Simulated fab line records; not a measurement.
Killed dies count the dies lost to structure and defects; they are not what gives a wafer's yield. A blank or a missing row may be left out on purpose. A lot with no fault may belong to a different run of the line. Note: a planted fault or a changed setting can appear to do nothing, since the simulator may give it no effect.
Split-lot experiment	flow rit-cmos	on a route of 202 steps: 5 lots, 23 wafers read

== THE SPLIT ==
At RIT_CONTACT_EXPOSE_05 (exposes mask M11, target cd 1000 nm), the setting dose-mj was moved away from the recipe's 250 on 10 of the 23 wafers read, by -6.6% to +5.7%. The other wafers ran this setting at the recipe's value.

== FROM THE SPLIT TO THE READING: what the file shows between them, 5 steps ==
- RIT_CONTACT_DEVELOP_07: develop time 120 s (also split here: develop-time-s)
- RIT_CONTACT_CD_MEAS_08: target cd 1000 nm
- RIT_CONTACT_HARDBAKE_10: time 60 s
- RIT_CONTACT_ETCH_11: etches SiO2 in CHF3/CF4/Ar, stops on TiSi2, target depth 480 nm, time 320 s
- RIT_CONTACT_STRIP_12: strips in O2, time 180 s

== THE READING ==
cd-nm (nm) at RIT_CONTACT_CD_MEAS_90, where the cd target is 1000 nm. On this fab line, fault-free wafers typically give 1000.1 nm with a standard deviation of 2.2 nm.

wafer	tool, chamber at the split	dose-mj as run	against the recipe	cd-nm, nm	against lot-mates on the recipe
L074.1	iline-stepper-02, 0	233.4	-6.6%	982.8	-17.6
L074.2	iline-stepper-02, 0	233.4	-6.6%	979.5	-20.9
L074.3	iline-stepper-02, 0	250	recipe	999.1	-
L074.5	iline-stepper-02, 0	250	recipe	997.4	-
L074.6	iline-stepper-02, 0	250	recipe	1004.6	-
L076.1	iline-stepper-01, 0	264.3	+5.7%	1012.3	+14.3
L076.3	iline-stepper-01, 0	264.3	+5.7%	1013.7	+15.7
L076.4	iline-stepper-01, 0	250	recipe	998.2	-
L076.5	iline-stepper-01, 0	250	recipe	998.9	-
L076.6	iline-stepper-01, 0	250	recipe	997.0	-
L081.1	iline-stepper-02, 0	250	recipe	990.1	-
L081.2	iline-stepper-02, 0	259.5	+3.8%	1005.1	+11.0
L081.3	iline-stepper-02, 0	259.5	+3.8%	1003.1	+9.0
L081.4	iline-stepper-02, 0	250	recipe	998.1	-
L081.6	iline-stepper-02, 0	259.5	+3.8%	1008.3	+14.2
L082.2	iline-stepper-02, 0	237.2	-5.1%	977.4	-24.0
L082.3	iline-stepper-02, 0	250	recipe	999.4	-
L082.4	iline-stepper-02, 0	250	recipe	1003.4	-
L082.5	iline-stepper-02, 0	237.2	-5.1%	985.8	-15.6
L082.6	iline-stepper-02, 0	237.2	-5.1%	977.7	-23.7
L083.1	iline-stepper-02, 0	250	recipe	1003.3	-
L083.5	iline-stepper-02, 0	250	recipe	1002.7	-
L083.6	iline-stepper-02, 0	250	recipe	1003.9	-

THE FIT
A straight line over all 23 wafers: cd-nm changes by +2.73 nm for each +1% of dose-mj; r = +0.92; the points scatter about the line by 4.1 nm.
The same after taking each lot's own level away (the mean of its wafers on the recipe; 23 wafers): +3.18 nm for each +1%; r = +0.96; scatter 3.2 nm.
According to that fit, moving dose-mj by its largest amount changes the reading by 21 nm.
From 994.10 to 1003.30 nm: that is the span of the lots' own levels, equal to 4.2 times the standard deviation above.
So the slope is not independent of the lot-to-lot level: the two fits are not the same.
Check: -23 nm against its lot-mates is what the line predicts for one of the wafers moved furthest among these (-6.6%) when that wafer is left out of the fit. It came out at -17.6 nm against them.

== THESE WAFERS: OTHER SPLITS ==
These wafers also went through other splits before the reading. Each is held against what the fit with the lots' levels taken away leaves over:
other split on the same wafers	wafers away from the commonest value	r with cd-nm (lot level and that fit taken away)
RIT_SILICIDE_SPUTTER_01 time-s	7	-0.06
RIT_CONTACT_DEVELOP_07 develop-time-s	6	+0.82

== THE WHOLE CHAIN: every reading that the file lists as answering this split, in the file's order ==
step	what it does	reading	change (the file's fit)	r (the file's)
RIT_CONTACT_CD_MEAS_08	target cd 1000 nm	cd-nm	+3.11 nm for each +1% of the setting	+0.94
RIT_CONTACT_ETCH_11	etches SiO2 in CHF3/CF4/Ar, stops on TiSi2, target depth 480 nm, time 320 s	CONTACT.cd-nm (the simulator's own value, which no gauge read)	+3.11 nm for each +1% of the setting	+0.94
RIT_CONTACT_CD_MEAS_90	target cd 1000 nm	cd-nm	+3.1 nm for each +1% of the setting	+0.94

== THE FILE'S OWN FIT ==
cd-nm changes by +3.1 nm for each +1% of dose-mj, r = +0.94.
